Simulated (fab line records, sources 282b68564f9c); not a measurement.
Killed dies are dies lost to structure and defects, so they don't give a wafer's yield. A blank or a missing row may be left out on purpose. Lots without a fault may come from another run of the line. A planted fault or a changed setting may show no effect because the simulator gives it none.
Problem report in the 8D (eight disciplines) form, filled by code | flow rit_cmos | the parts of the form that need people (team, actions taken, sign-off) are left out

1. THE PROBLEM
PWELL_TW at RIT_PWELL_TW_MEAS_10 reads a mean of 2001 on 6 wafers of 2 lots; wafers without a fault read 944 with a standard deviation of 5.5. That is +99 or more standard deviations from the usual mean.
First seen on wafer L737.2, day 3 19:34, on film_metro-01. The record holds 42 wafers of 14 lots with a number at this step. Rule for "out", or "out of limits": more than 4 standard deviations from the usual mean. The other wafers with a number count as sound.

2. WHAT IT IS AND WHAT IT IS NOT
question                    | is                           | is not
which readings at this step | PWELL_TW                     | -
which lots                  | L737, L739                   | L729, L730, L731, L732, L733, L734, L735, L736, L738, L746, L748, L752
which wafers of those lots  | all that have a number       | -
read on which gauges        | film_metro-01, film_metro-04 | film_metro-02
when                        | from day 3 19:34             | up to then (24 sound wafers); but 12 sound wafers of L738, L746, L748, L752 came after

3. SUSPECTS, AND WHAT RULES EACH OUT
Counting: a tool at a process step up to the reading stays a suspect if it ran every lot that is out and no sound lot after the first of them.
- the gauge at RIT_PWELL_TW_MEAS_10: ruled out. The wafers that are out were read on 2 gauges (film_metro-01, film_metro-04).
- litho_track-03 at RIT_NWELL_COAT_01 (resist thk 1300 nm): kept. It ran every lot that is out, first L737 (day 3 16:34), and no sound lot after that; its last sound lot up to then is L736 (day 3 13:15).
Left after counting: litho_track-03 at RIT_NWELL_COAT_01.

4. THE CAUSE (what the simulator had put in)
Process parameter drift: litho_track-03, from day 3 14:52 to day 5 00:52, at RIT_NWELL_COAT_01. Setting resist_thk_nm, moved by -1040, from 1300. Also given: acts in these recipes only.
Counting left only this tool.

5. THE CHAIN OF EFFECTS, in route order
Each row: a reading whose mean over the struck wafers that have a number lies more than 3 standard deviations from the usual. Only readings for which the record gives a usual standard deviation are gone through. hours: the time from each lot's start at the first step in this table that gives one to its start at this step, as a median over the lots. sigmas: the change in usual standard deviations.
hours | step                 | reading  | usual | on struck wafers | change | sigmas
0     | RIT_PWELL_TW_MEAS_10 | PWELL_TW | 944   | 2001             | +1057  | +99 or more

6. WHAT WOULD HAVE CAUGHT IT SOONER
In this record the first reading out of limits at a measuring or inspecting step was taken at day 3 19:34, 5 hours after the fault began at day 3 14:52.
Of the lots that are out (2), L739 began RIT_NWELL_COAT_01 on litho_track-03 after day 3 19:34. A hold on the tool at that time would have spared it.
